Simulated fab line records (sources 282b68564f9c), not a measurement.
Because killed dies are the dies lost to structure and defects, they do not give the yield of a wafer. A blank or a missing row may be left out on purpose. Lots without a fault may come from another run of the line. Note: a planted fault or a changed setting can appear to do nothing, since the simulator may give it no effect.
fab line records || flow rit-cmos
[record] {"lots": 14, "wafers": 42, "last-day": 7}
route steps=202 shown PSD@143 M1@202
lots untouched by any fault: they come from a run of this same line in which no faults occurred
start-h: start of the lot's first displayed wafer, in hours after the record's first day || wait-h: how many hours have passed since the lot's step before this one || " as in the row above || L1.1+2: a single row standing in for several wafers || - no value, or no start given || * or withheld: withheld || < > ~ a bound
route shown NAME@n: a module of which the file shows steps, and the number in the route of the first || usual: mean and standard deviation over wafers with no fault || same: alike in all rows || chamber/n: place in a boat || sites: the reading at each site || _std_site: standard deviation across them || _edge_site: the outer-site mean with the inner-site mean subtracted || radius-mm: how far each site lies from the wafer's centre || mask NAME#n: copy n || behind: the last tool/chamber to shape the wafer || hold: cause of the lot's hold/its duration in hours/its outcome || device: whichever transistor did not switch (one of n, p or np) || end of line: tests run on the same wafers once the route is complete || a step with no rows: only its recipe || killed: dies lost to structure and defects at the first sort, not the wafer's yield || map: dies across one wafer; x = killed, . = not, _ = none there
set.NAME: the run value of the setting; set.NAME@STEP: its run value at that earlier step || model.NAME: the simulator's own value behind a step, which no gauge read
a sample of lots followed through the steps of the route, with each step as a table and each wafer as a row
[[steps]]
[step RIT_PSD_COAT_01]
[recipe] {"resist": "NOVOLAK", "spin-rpm": 3250, "resist-thk-nm": 1000}
[usual] {"spin-speed-rpm": "3249.8/2.4"}
{"lot.wafer": "L275.2", "tool": "litho-track-02", "chamber": 0, "start-h": 53.03, "wait-h": 0.1, "spin-speed-rpm": 3248.9}
{"lot.wafer": "L275.4", "tool": "litho-track-02", "chamber": 0, "start-h": 53.03, "wait-h": 0.1, "spin-speed-rpm": 3248.8}
{"lot.wafer": "L275.5", "tool": "litho-track-02", "chamber": 0, "start-h": 53.03, "wait-h": 0.1, "spin-speed-rpm": 3253.9}
{"lot.wafer": "L276.1", "tool": "litho-track-04", "chamber": 0, "start-h": 60.23, "wait-h": 0.1, "spin-speed-rpm": 3251.6}
{"lot.wafer": "L276.2", "tool": "litho-track-04", "chamber": 0, "start-h": 60.23, "wait-h": 0.1, "spin-speed-rpm": 3251.5}
{"lot.wafer": "L276.4", "tool": "litho-track-04", "chamber": 0, "start-h": 60.23, "wait-h": 0.1, "spin-speed-rpm": 3248.2}
{"lot.wafer": "L277.1", "tool": "litho-track-03", "chamber": 0, "start-h": 64.51, "wait-h": 0.1, "spin-speed-rpm": 3248.2}
{"lot.wafer": "L277.2", "tool": "litho-track-03", "chamber": 0, "start-h": 64.51, "wait-h": 0.1, "spin-speed-rpm": 3244.6}
{"lot.wafer": "L277.4", "tool": "litho-track-03", "chamber": 0, "start-h": 64.51, "wait-h": 0.1, "spin-speed-rpm": 3250.8}
{"lot.wafer": "L280.1", "tool": "litho-track-02", "chamber": 0, "start-h": 79.08, "wait-h": 0.1, "spin-speed-rpm": 3254.3}
{"lot.wafer": "L280.2", "tool": "litho-track-02", "chamber": 0, "start-h": 79.08, "wait-h": 0.1, "spin-speed-rpm": 3249.0}
{"lot.wafer": "L280.5", "tool": "litho-track-02", "chamber": 0, "start-h": 79.08, "wait-h": 0.1, "spin-speed-rpm": 3251.4}
{"lot.wafer": "L282.2", "tool": "litho-track-02", "chamber": 0, "start-h": 88.50, "wait-h": 0.1, "spin-speed-rpm": 3250.4}
{"lot.wafer": "L282.5", "tool": "litho-track-02", "chamber": 0, "start-h": 88.50, "wait-h": 0.1, "spin-speed-rpm": 3251.0}
{"lot.wafer": "L282.6", "tool": "litho-track-02", "chamber": 0, "start-h": 88.50, "wait-h": 0.1, "spin-speed-rpm": 3250.9}
{"lot.wafer": "L283.1", "tool": "litho-track-02", "chamber": 0, "start-h": 92.58, "wait-h": 0.1, "spin-speed-rpm": 4145.0}
{"lot.wafer": "L283.4", "tool": "litho-track-02", "chamber": 0, "start-h": 92.58, "wait-h": 0.1, "spin-speed-rpm": 4144.7}
{"lot.wafer": "L283.6", "tool": "litho-track-02", "chamber": 0, "start-h": 92.58, "wait-h": 0.1, "spin-speed-rpm": 4142.2}
{"lot.wafer": "L286.1", "tool": "litho-track-02", "chamber": 0, "start-h": 106.82, "wait-h": 0.1, "spin-speed-rpm": 4147.3}
{"lot.wafer": "L286.4", "tool": "litho-track-02", "chamber": 0, "start-h": 106.82, "wait-h": 0.1, "spin-speed-rpm": 4142.8}
{"lot.wafer": "L286.5", "tool": "litho-track-02", "chamber": 0, "start-h": 106.82, "wait-h": 0.1, "spin-speed-rpm": 4143.9}
{"lot.wafer": "L290.1", "tool": "litho-track-04", "chamber": 0, "start-h": 126.54, "wait-h": 0.1, "spin-speed-rpm": 3249.6}
{"lot.wafer": "L290.2", "tool": "litho-track-04", "chamber": 0, "start-h": 126.54, "wait-h": 0.1, "spin-speed-rpm": 3249.3}
{"lot.wafer": "L290.6", "tool": "litho-track-04", "chamber": 0, "start-h": 126.54, "wait-h": 0.1, "spin-speed-rpm": 3247.7}
{"lot.wafer": "L292.1", "tool": "litho-track-03", "chamber": 0, "start-h": 134.74, "wait-h": 0.1, "spin-speed-rpm": 3248.6}
{"lot.wafer": "L292.2", "tool": "litho-track-03", "chamber": 0, "start-h": 134.74, "wait-h": 0.1, "spin-speed-rpm": 3247.9}
{"lot.wafer": "L292.6", "tool": "litho-track-03", "chamber": 0, "start-h": 134.74, "wait-h": 0.1, "spin-speed-rpm": 3246.1}
{"lot.wafer": "L293.1", "tool": "litho-track-04", "chamber": 0, "start-h": 142.23, "wait-h": 0.1, "spin-speed-rpm": 3251.7}
{"lot.wafer": "L293.3", "tool": "litho-track-04", "chamber": 0, "start-h": 142.23, "wait-h": 0.1, "spin-speed-rpm": 3254.8}
{"lot.wafer": "L293.6", "tool": "litho-track-04", "chamber": 0, "start-h": 142.23, "wait-h": 0.1, "spin-speed-rpm": 3249.1}
{"lot.wafer": "L294.1", "tool": "litho-track-03", "chamber": 0, "start-h": 147.20, "wait-h": 0.1, "spin-speed-rpm": 3250.9}
{"lot.wafer": "L294.4", "tool": "litho-track-03", "chamber": 0, "start-h": 147.20, "wait-h": 0.1, "spin-speed-rpm": 3249.0}
{"lot.wafer": "L294.6", "tool": "litho-track-03", "chamber": 0, "start-h": 147.20, "wait-h": 0.1, "spin-speed-rpm": 3244.6}
{"lot.wafer": "L296.1", "tool": "litho-track-04", "chamber": 0, "start-h": 155.40, "wait-h": 0.1, "spin-speed-rpm": 3249.6}
{"lot.wafer": "L296.2", "tool": "litho-track-04", "chamber": 0, "start-h": 155.40, "wait-h": 0.1, "spin-speed-rpm": 3246.4}
{"lot.wafer": "L296.4", "tool": "litho-track-04", "chamber": 0, "start-h": 155.40, "wait-h": 0.1, "spin-speed-rpm": 3251.6}
{"lot.wafer": "L297.2", "tool": "litho-track-03", "chamber": 0, "start-h": 159.10, "wait-h": 0.1, "spin-speed-rpm": 3254.7}
{"lot.wafer": "L297.4", "tool": "litho-track-03", "chamber": 0, "start-h": 159.10, "wait-h": 0.1, "spin-speed-rpm": 3245.8}
{"lot.wafer": "L297.5", "tool": "litho-track-03", "chamber": 0, "start-h": 159.10, "wait-h": 0.1, "spin-speed-rpm": 3251.3}
{"lot.wafer": "L298.1", "tool": "litho-track-03", "chamber": 0, "start-h": 169.91, "wait-h": 0.1, "spin-speed-rpm": 3251.7}
{"lot.wafer": "L298.4", "tool": "litho-track-03", "chamber": 0, "start-h": 169.91, "wait-h": 0.1, "spin-speed-rpm": 3251.2}
{"lot.wafer": "L298.6", "tool": "litho-track-03", "chamber": 0, "start-h": 169.91, "wait-h": 0.1, "spin-speed-rpm": 3246.3}
[step RIT_M1_PROBE_99]
[usual] {"killed-at-contacts": "0.1/0.3", "killed-at-front-end": "7/3.3", "killed-dies": "7/3.3", "killed-open": "3.8/2.3", "killed-short": "3.5/2.1"}
[same] {"gross-dies": 264, "killed_at_M0_to_M3": 0, "killed_at_M4_up": 0, "killed-at-back-side": 0, "killed-at-other": 0}
{"lot.wafer": "L298.1", "tool": "prober-02", "chamber": "-", "start-h": 179.54, "wait-h": 0.1, "killed-at-contacts": 0, "killed-at-front-end": 11, "killed-dies": 11, "killed-open": 3, "killed-short": 8}
{"lot.wafer": "L298.4", "tool": "prober-02", "chamber": "-", "start-h": 179.69, "wait-h": 0.2, "killed-at-contacts": 0, "killed-at-front-end": 5, "killed-dies": 5, "killed-open": 1, "killed-short": 4}
{"lot.wafer": "L298.6", "tool": "prober-02", "chamber": "-", "start-h": 179.79, "wait-h": 0.2, "killed-at-contacts": 0, "killed-at-front-end": 6, "killed-dies": 6, "killed-open": 4, "killed-short": 2}
// killed by level:class
L298.1 SPACER:geometric-particle:short=3 GATE:geometric-particle:short=2 REOX:geometric-particle:short=2 FOX1:geometric-particle:short=1 GATE:geometric-particle:open=1 REOX:geometric-particle:open=1 SPACER:geometric-particle:open=1
L298.4 GATE:geometric-particle:short=2 REOX:geometric-particle:short=1 SPACER:geometric-particle:short=1 SILICIDE:geometric-particle:open=1
L298.6 GATE:geometric-particle:open=2 ACTIVE:geometric-particle:open=1 FOX2:geometric-particle:open=1 REOX:geometric-particle:short=1 SPACER:geometric-particle:short=1
[[key]]
[first-sign] {"step": "RIT_PSD_COAT_01", "reading": "spin-speed-rpm", "direction": "up", "sigmas": "99+", "usual": 3249.8, "struck": 4144.3}
effect none on later readings
met-at RIT_PSD_COAT_01
struck-lots L283,L286
tester-left-out L283,L286
onset-between 88.50 92.58
[fault] {"kind": "process-parameter-drift", "tool": "litho-track-02", "chamber": "-", "onset-h": 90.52, "steps": "RIT_PSD_COAT_01", "channel": "spin-rpm", "offset": 894.92, "shape": "step", "end-h": 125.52, "acts-in": "these-recipes-only", "stated": 3250}
// tester-left-out: of these lots the tester's yield and bins aren't shown, on N5 and GAA mostly nor the transistor test; their killed dies are dies lost to structure and defects alone, not to doping, threshold or leakage, so they don't give the yield
